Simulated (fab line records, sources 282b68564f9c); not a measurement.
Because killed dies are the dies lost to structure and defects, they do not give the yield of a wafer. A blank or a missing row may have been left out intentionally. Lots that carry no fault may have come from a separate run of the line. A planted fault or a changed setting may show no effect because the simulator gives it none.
A struck lot beside a sound one    flow rit-cmos    16 steps out of a route of 202
Sound: these wafers, L825.1, L825.2, L825.4. Wafers struck: L835.2, L835.3, L835.4. At the end, the cause is stated.
For every step that has rows: the tool of each side, followed by ch and its chambers, followed by its first start. Under that, the readings that differ: sound wafers    struck wafers    difference of the means    sigmas: that difference in standard deviations of wafers without a fault.
alike: readings whose means differ by less than 2 such deviations, and words and numbers that are the same on both sides. not compared: withheld readings, readings that some wafer has no value for, bounds like >300 that may hide the same value, and numbers for which the record gives no deviation and whose values overlap.
The two part at a step that has a row with sigmas, a row that says differs or no value, or rows on one side only. Numbers that don't overlap but have no deviation are shown without sigmas and don't part them. Lack of a reading on every wafer of one side parts them only where that side has two or more wafers.

first, 2 steps without rows for these wafers: RIT_NRETRO_HARDBAKE_07 (time 120 s); RIT_NRETRO_IMPLANT_08.
RIT_NRETRO_STRIP_09: strips in O2, time 180 s.
  sound on plasma-asher-01 ch 0,1, day 2 11:25; struck on plasma-asher-01 ch 0,1, day 4 13:01
  alike: drypump-motor-current-A, o2-flow-sccm
  not compared: rf-hours-counter-h
RIT_NRETRO_TW_MEAS_10:
  sound on film-metro-03, day 2 11:35; struck on film-metro-02, day 4 13:13
  alike: NRETRO_TW
then, 6 steps without rows for these wafers: RIT_PRETRO_HMDS_00 (prime time 60 s); RIT_PRETRO_COAT_01 (resist thk 1300 nm); RIT_PRETRO_SOFTBAKE_02 (time 60 s); RIT_PRETRO_EXPOSE_03 (exposes mask M5, target cd 43700 nm); RIT_PRETRO_PEB_04; RIT_PRETRO_DEVELOP_05 (develop time 68 s).
RIT_PRETRO_OVL_MEAS_06:
  sound on overlay-02, day 2 12:44; struck on overlay-02, day 4 14:08
  alike: PRETRO_OVL
then, 1 step without rows for these wafers: RIT_PRETRO_HARDBAKE_07 (time 120 s).
RIT_PRETRO_IMPLANT_08:
  sound on implanter-02 ch 0, day 2 13:01; struck on implanter-03 ch 0, day 4 14:42
reading                    sound              struck             difference  sigmas
implant-ion-amu            11 11 11           49 49 49           +38         
model.implant.rp-nm (nm)   143.1 143.1 143.1  33.73 33.73 33.73  -109.37     
model.implant.drp-nm (nm)  55.07 55.07 55.07  17.23 17.23 17.23  -37.84      
  alike: faraday-current-uA
RIT_PRETRO_STRIP_09: strips in O2, time 180 s.
  sound on plasma-asher-03 ch 0,1, day 2 13:10; struck on plasma-asher-01 ch 0,1, day 4 14:49
  alike: drypump-motor-current-A, o2-flow-sccm
  not compared: rf-hours-counter-h
RIT_PRETRO_TW_MEAS_10:
  sound on film-metro-02, day 2 13:21; struck on film-metro-02, day 4 15:14
reading    sound        struck       difference  sigmas
PRETRO_TW  475 476 477  796 791 793  +317        +91
  not compared: hold
RIT_M1_PROBE_99:
  rows exist in the record for the sound wafers here (prober-02, day 3 14:29), none for the struck ones

== WHERE THEY PART ==
Earliest at RIT_PRETRO_TW_MEAS_10; latest, in this record, at RIT_M1_PROBE_99.

WHY: whatever the simulator had introduced
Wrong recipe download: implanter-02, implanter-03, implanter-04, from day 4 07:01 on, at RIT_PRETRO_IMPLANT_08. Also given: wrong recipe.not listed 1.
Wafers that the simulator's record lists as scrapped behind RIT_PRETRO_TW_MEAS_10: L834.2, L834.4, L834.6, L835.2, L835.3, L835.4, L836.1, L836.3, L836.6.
